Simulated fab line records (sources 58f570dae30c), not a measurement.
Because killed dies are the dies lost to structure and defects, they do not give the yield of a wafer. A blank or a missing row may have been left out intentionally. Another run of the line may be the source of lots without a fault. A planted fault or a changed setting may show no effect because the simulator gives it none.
Which of the tools did it? + flow berkeley cmos170 + 14 lots, 42 wafers sampled, at 4 steps of a route of 331

## WHAT EACH GAUGE READ, for each wafer
UCB170_PWELL_THK_MEAS_06. Usual: for PWELL_NITRIDE_THK the level is 219.4 nm and the standard deviation is 2.4.
| lot  | measured    | on            | PWELL_NITRIDE_THK (nm) | flag |
|------|-------------|---------------|------------------------|------|
| L189 | day 3 23:05 | film metro-04 | 217.4 218.3 216.3      |      |
| L190 | day 4 08:49 | film metro-01 | 219.9 219.6 220.6      |      |
| L193 | day 4 18:46 | film metro-04 | 221.2 218.7 221.0      |      |
| L195 | day 5 15:12 | film metro-03 | 218.3 217.6 217.1      |      |
| L198 | day 5 19:46 | film metro-03 | 225.1 223.3 221.6      |      |
| L199 | day 5 19:47 | film metro-04 | 221.6 223.7 223.4      |      |
| L200 | day 5 19:50 | film metro-03 | 219.9 221.6 220.3      |      |
| L201 | day 6 07:45 | film metro-04 | 221.0 218.5 219.7      |      |
| L203 | day 6 16:08 | film metro-04 | 217.9 219.6 219.2      |      |
| L205 | day 7 08:56 | film metro-01 | 217.6 218.8 217.1      |      |
| L206 | day 7 08:58 | film metro-03 | 223.3 221.5 222.0      |      |
| L207 | day 7 19:10 | film metro-01 | 217.7 219.6 218.5      |      |
| L209 | day 8 01:49 | film metro-04 | 216.0 217.5 218.8      |      |
| L208 | day 8 01:47 | film metro-01 | 220.9 223.8 222.2      |      |

UCB170_WELLDRIVE_THK_MEAS_02. Usual: for WELLDRIVE_OXIDE_THK the level is 199 nm and the standard deviation is 3.8.
| lot  | measured    | on            | WELLDRIVE_OXIDE_THK (nm) | flag |
|------|-------------|---------------|--------------------------|------|
| L189 | day 4 13:08 | film metro-04 | 200 198 199              |      |
| L190 | day 5 00:17 | film metro-01 | 204 199 205              |      |
| L193 | day 5 08:14 | film metro-02 | 201 199 197              |      |
| L195 | day 6 04:35 | film metro-04 | 196 196 200              |      |
| L198 | day 6 10:28 | film metro-01 | 203 199 201              |      |
| L199 | day 6 10:31 | film metro-04 | 196 199 198              |      |
| L200 | day 6 10:32 | film metro-01 | 195 194 197              |      |
| L201 | day 6 21:57 | film metro-04 | 201 198 201              |      |
| L203 | day 7 07:49 | film metro-01 | 198 196 197              |      |
| L207 | day 8 10:28 | film metro-02 | 197 198 198              |      |
| L209 | day 8 19:51 | film metro-04 | 196 196 198              |      |
| L208 | day 8 19:50 | film metro-01 | 196 194 195              |      |

## EACH LOT AND THE TOOL THAT RAN IT (in order: tool; ch and the chambers of the sampled wafers; start)
| lot  | UCB170_ZERO_ETCH_06               | UCB170_PWELL_STRIP_16               |
|------|-----------------------------------|-------------------------------------|
| L189 | rie diel-01 ch 1,2,3, day 2 13:02 | plasma asher-03 ch 0,1, day 4 00:37 |
| L190 | rie diel-02 ch 0,1,3, day 2 21:08 | plasma asher-03 ch 0,1, day 4 12:13 |
| L193 | rie diel-02 ch 0,2, day 3 10:35   | plasma asher-04 ch 0,1, day 4 20:47 |
| L195 | rie diel-03 ch 2,3, day 3 19:11   | plasma asher-03 ch 0,1, day 5 16:42 |
| L198 | rie diel-01 ch 1,2,3, day 4 08:48 | plasma asher-03 ch 0,1, day 5 20:56 |
| L199 | rie diel-02 ch 0,1,2, day 4 15:49 | plasma asher-03 ch 0,1, day 5 21:40 |
| L200 | rie diel-02 ch 1,2,3, day 4 19:34 | plasma asher-01 ch 0,1, day 5 21:58 |
| L201 | rie diel-02 ch 0,1,3, day 5 00:45 | plasma asher-01 ch 0,1, day 6 09:05 |
| L203 | rie diel-01 ch 1,2, day 5 08:11   | plasma asher-04 ch 0,1, day 6 17:41 |
| L205 | rie diel-03 ch 0,1,2, day 5 23:23 | plasma asher-04 ch 0,1, day 7 10:49 |
| L206 | rie diel-01 ch 0,2, day 5 23:47   | plasma asher-03 ch 0,1, day 7 10:59 |
| L207 | rie diel-01 ch 1,2, day 6 06:47   | plasma asher-03 ch 0,1, day 7 20:29 |
| L209 | rie diel-01 ch 0,1, day 6 14:16   | plasma asher-01 ch 0,1, day 8 03:04 |
| L208 | rie diel-03 ch 0,3, day 6 14:41   | plasma asher-03 ch 0,1, day 8 03:22 |
- UCB170_ZERO_ETCH_06: etches SiO2 in CHF3/CF4/Ar, time 12 s.
- UCB170_PWELL_STRIP_16: strips in O2.

## WHAT THE TOOLS THEMSELVES READ (means of the sampled wafers that have a number; where no wafer has one, the mark that the record gives instead)
UCB170_ZERO_ETCH_06. Usual: chamber pressure mTorr 99.99 mTorr, standard deviation 0.092; drypump motor current A 5.7 A, standard deviation 0.5; oes product au 0.620 a.u., standard deviation 0.01; throttle valve pct 9.23 %, standard deviation 0.16.
| lot  | tool        | chamber pressure mTorr (mTorr) | drypump motor current A (A) | oes product au (a.u.) | throttle valve pct (%) | flag |
|------|-------------|--------------------------------|-----------------------------|-----------------------|------------------------|------|
| L189 | rie diel-01 | 100.00                         | 6.1                         | 0.621                 | 9.19                   |      |
| L190 | rie diel-02 | 100.00                         | 5.3                         | 0.624                 | 9.34                   |      |
| L193 | rie diel-02 | 99.92                          | 5.6                         | 0.614                 | 9.11                   |      |
| L195 | rie diel-03 | 99.95                          | 5.6                         | 0.627                 | 9.03                   |      |
| L198 | rie diel-01 | 100.05                         | 6.1                         | 0.622                 | 9.19                   |      |
| L199 | rie diel-02 | 100.02                         | 5.7                         | 0.625                 | 9.22                   |      |
| L200 | rie diel-02 | 100.02                         | 5.5                         | 0.617                 | 9.23                   |      |
| L201 | rie diel-02 | 99.98                          | 5.3                         | 0.627                 | 9.34                   |      |
| L203 | rie diel-01 | 100.00                         | 6.3                         | 0.627                 | 9.16                   |      |
| L205 | rie diel-03 | 100.00                         | 5.4                         | 0.623                 | 9.20                   |      |
| L206 | rie diel-01 | 99.99                          | 6.2                         | 0.615                 | 9.27                   |      |
| L207 | rie diel-01 | 100.06                         | 6.2                         | 0.612                 | 9.16                   |      |
| L209 | rie diel-01 | 100.04                         | 6.1                         | 0.614                 | 9.38                   |      |
| L208 | rie diel-03 | 99.98                          | 5.2                         | 0.617                 | 9.27                   |      |

UCB170_PWELL_STRIP_16. Usual: chamber pressure mTorr 3500 mTorr, standard deviation 3.3; drypump motor current A 5.8 A, standard deviation 0.44; oes product au 0.721 a.u., standard deviation 0.0045; strip time to endpoint s 18.11 s, standard deviation 0.099.
| lot  | tool            | chamber pressure mTorr (mTorr) | drypump motor current A (A) | oes product au (a.u.) | strip time to endpoint s (s) | flag |
|------|-----------------|--------------------------------|-----------------------------|-----------------------|------------------------------|------|
| L189 | plasma asher-03 | 3500                           | 5.8                         | 0.719                 | 18.13                        |      |
| L190 | plasma asher-03 | 3501                           | 5.8                         | 0.721                 | 18.06                        |      |
| L193 | plasma asher-04 | 3503                           | 6.0                         | 0.724                 | 18.10                        |      |
| L195 | plasma asher-03 | 3501                           | 5.8                         | 0.728                 | 18.04                        |      |
| L198 | plasma asher-03 | 3500                           | 5.4                         | 0.723                 | 17.95                        |      |
| L199 | plasma asher-03 | 3502                           | 5.8                         | 0.722                 | 18.10                        |      |
| L200 | plasma asher-01 | 3503                           | 5.9                         | 0.723                 | 18.08                        |      |
| L201 | plasma asher-01 | 3500                           | 5.9                         | 0.721                 | 18.19                        |      |
| L203 | plasma asher-04 | 3499                           | 5.9                         | 0.724                 | 18.04                        |      |
| L205 | plasma asher-04 | -                              | -                           | -                     | -                            | OFF  |
| L206 | plasma asher-03 | -                              | -                           | -                     | -                            | OFF  |
| L207 | plasma asher-03 | 3498                           | 5.4                         | 0.721                 | 18.16                        |      |
| L209 | plasma asher-01 | 3501                           | 5.9                         | 0.721                 | 18.13                        |      |
| L208 | plasma asher-03 | 3501                           | 5.4                         | 0.721                 | 18.17                        |      |

## THE ANSWER, worked out from the rows above alone
Rule: lot off if the mean of its wafers having a number is beyond 3 standard deviations from the usual mean. A lot without any number at a reading at which 4 lots or more have one is off too. Any other lot the step has rows for is counted as sound. First the gauges in route order, then the tools' own readings, where a lot's mean is used as printed above. At the first step where some lot is off, the reading lying furthest off is the one used; lots without a number count as furthest.
Off at UCB170_PWELL_STRIP_16 (chamber pressure mTorr): L205, L206. Without a number there: L205, L206.
If a tool, at that step or one of the process steps before it, ran each lot that is off and ran no sound lot following the first of them, it fits. Not one of the candidates tried fits.

## WHAT THE SIMULATOR HAD INSERTED
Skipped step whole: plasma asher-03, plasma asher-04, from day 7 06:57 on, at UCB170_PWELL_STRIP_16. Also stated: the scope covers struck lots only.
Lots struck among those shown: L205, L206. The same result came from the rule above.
